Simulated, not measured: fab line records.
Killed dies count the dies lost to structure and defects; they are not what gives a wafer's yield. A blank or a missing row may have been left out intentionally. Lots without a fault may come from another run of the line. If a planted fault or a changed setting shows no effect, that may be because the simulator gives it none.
2 desks, one fault / flow rit_cmos / numbers are kept per desk, each desk with only its own; the story behind them comes last

## TOOL OWNER'S DESK, implanter-01
For each lot that ran on this tool, the mean over its sampled wafers that have a number, from the tool's own readings at RIT_NRETRO_IMPLANT_08. Any lot whose mean is over 4 standard deviations away from the usual mean is out of limits and marked OUT; that distance is given in the brackets.
Columns: A = beam_on_s at RIT_NRETRO_IMPLANT_08, usual 10.01 s; B = faraday_current_uA at RIT_NRETRO_IMPLANT_08, usual 31.7
lot=L121; first seen here=day 2 06:08; A=9.97; B=31.8
lot=L127; first seen here=day 3 13:05; A=10.10; B=31.4
lot=L131; first seen here=day 4 08:04; A=10.03; B=31.6
lot=L135; first seen here=day 5 05:08; A=14.40 (+24) OUT; B=22.0 (-16) OUT
lot=L137; first seen here=day 5 13:59; A=14.07 (+23) OUT; B=22.6 (-15) OUT
This desk's verdict: out of limits on L135, L137, starting with L135 at day 5 05:08 (beam_on_s at RIT_NRETRO_IMPLANT_08). Within limits: L121, L127, L131.

## FROM THE METROLOGY DESK
What the gauges read for every lot (on any tool): the sampled wafers with a number, averaged. Any lot whose mean is over 4 standard deviations away from the usual mean is out of limits and marked OUT; that distance is given in the brackets.
Columns: A = NRETRO_TW at RIT_NRETRO_TW_MEAS_10, usual 1061; B = PSD_RS at RIT_SDANNEAL_RS_MEAS_04, usual 115.91 ohm/sq
lot=L121; first seen here=day 2 06:28; A=1034; B=115.74
lot=L122; first seen here=day 2 10:48; A=1062; B=115.69
lot=L124; first seen here=day 2 20:43; A=1078; B=115.90
lot=L125; first seen here=day 3 02:52; A=1081; B=115.78
lot=L126; first seen here=day 3 08:02; A=1063; B=115.79
lot=L127; first seen here=day 3 13:23; A=1035; B=115.49
lot=L131; first seen here=day 4 08:23; A=1060; B=115.99
lot=L132; first seen here=day 4 13:48; A=1062; B=116.14
lot=L135; first seen here=day 5 05:26; A=1187 (+7.9) OUT; B=115.53
lot=L137; first seen here=day 5 14:19; A=1207 (+9.1) OUT; B=115.99
lot=L139; first seen here=day 6 00:16; A=1031; B=115.94
lot=L141; first seen here=day 6 10:41; A=1083; B=115.78
lot=L143; first seen here=day 6 21:06; A=1085; B=115.70
lot=L144; first seen here=day 7 01:05; A=1054; B=116.19
This desk reports L135, L137 out of limits; the earliest was L135 at day 5 05:26 (NRETRO_TW at RIT_NRETRO_TW_MEAS_10). Within limits: L121, L122, L124, L125, L126, L127, L131, L132, L139, L141, L143, L144.

## ALL TOGETHER
The tool owner's desk had the chance to raise an alarm at day 5 05:08 on L135, L137.
An alarm was possible from the metrology desk at day 5 05:26, on L135, L137.
All the named lots went through RIT_NRETRO_IMPLANT_08 on implanter-01.

## WHAT THE SIMULATOR PUT IN
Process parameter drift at RIT_NRETRO_IMPLANT_08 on implanter-01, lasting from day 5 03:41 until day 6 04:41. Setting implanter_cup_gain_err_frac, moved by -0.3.
Struck lots among those shown: L135, L137.
Fault start to first reading out of limits, in hours, per desk: tool owner, 1; metrology, 2.
